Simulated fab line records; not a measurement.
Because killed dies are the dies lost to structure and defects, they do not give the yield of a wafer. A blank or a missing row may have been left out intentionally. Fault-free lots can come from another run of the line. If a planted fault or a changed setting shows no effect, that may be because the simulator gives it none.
Problem report in the 8D (eight disciplines) form, filled by code || flow berkeleyCmos170 || the parts of the form that need people (team, actions taken, sign-off) are left out

1. WHAT IS WRONG
At UCB170_M2_DEVELOP_14, developerTempC averages 21.80 C over 6 wafers from 2 lots, while fault-free wafers read 21.01 C, standard deviation 0.1. That puts it +7.9 standard deviations away from the usual mean.
The step: develop time 45 s.
Seen first at day 11 03:00 on lithoTrack-04, wafer L121.3. The record has a number at this step for 39 wafers belonging to 13 lots. Rule for "out", or "out of limits": more than 4 standard deviations from the usual mean. Any other wafer with a number is counted as sound.

2. WHAT IT IS; WHAT IT IS NOT
{"question": "which readings at this step", "is": "developerTempC", "is not": "-"}
{"question": "which lots", "is": "L120, L121", "is not": "L111, L112, L113, L114, L115, L117, L122, L127, L130, L132, L133"}
{"question": "which wafers of those lots", "is": "all that have a number", "is not": "-"}
{"question": "read on which tools", "is": "lithoTrack-04", "is not": "lithoTrack-01, lithoTrack-03"}
{"question": "when", "is": "from day 11 03:00", "is not": "up to then (18 sound wafers); but 15 sound wafers of L122, L127, L130, L132, L133 came after"}

3. SUSPECTS, AND WHAT RULES EACH OUT
Counting: a tool at a process step up to the reading stays a suspect if it ran every lot that is out and no sound lot after the first of them.
- lithoTrack-04 at UCB170_M2_DEVELOP_14 (develop time 45 s): kept. All lots that are out passed through it, beginning with L121 at day 11 03:00, and no sound lot followed; its final sound lot before that point was L114 at day 9 05:00. Its own readings are out on those wafers: developerTempC.
After counting, what remains is lithoTrack-04 at UCB170_M2_DEVELOP_14.

4. THE CAUSE (what the simulator had put in)
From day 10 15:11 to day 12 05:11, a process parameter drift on lithoTrack-04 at UCB170_M2_DEVELOP_14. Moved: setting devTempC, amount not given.
The count eliminated every tool but this one.

5. THE CHAIN OF EFFECTS, in route order
One row per reading whose mean, taken over the struck wafers that have a number, lies over 3 standard deviations from the usual. Scope: only readings with a usual standard deviation given in the record; hours: median across lots of the time from each lot's start at the first step in this table that gives one to its start at this step; sigmas: change in usual standard deviations.
{"hours": 0, "step": "UCB170_M2_DEVELOP_14", "reading": "developerTempC", "usual": "21.01 C", "on struck wafers": 21.80, "change": "+0.79", "sigmas": "+7.9"}
It contains these process steps:
- UCB170_M2_DEVELOP_14: develop time 45 s.

6. WHAT WOULD HAVE CAUGHT IT SOONER
In this record no reading fell out of limits until day 11 03:00, 12 hours after the fault had begun at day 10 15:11.
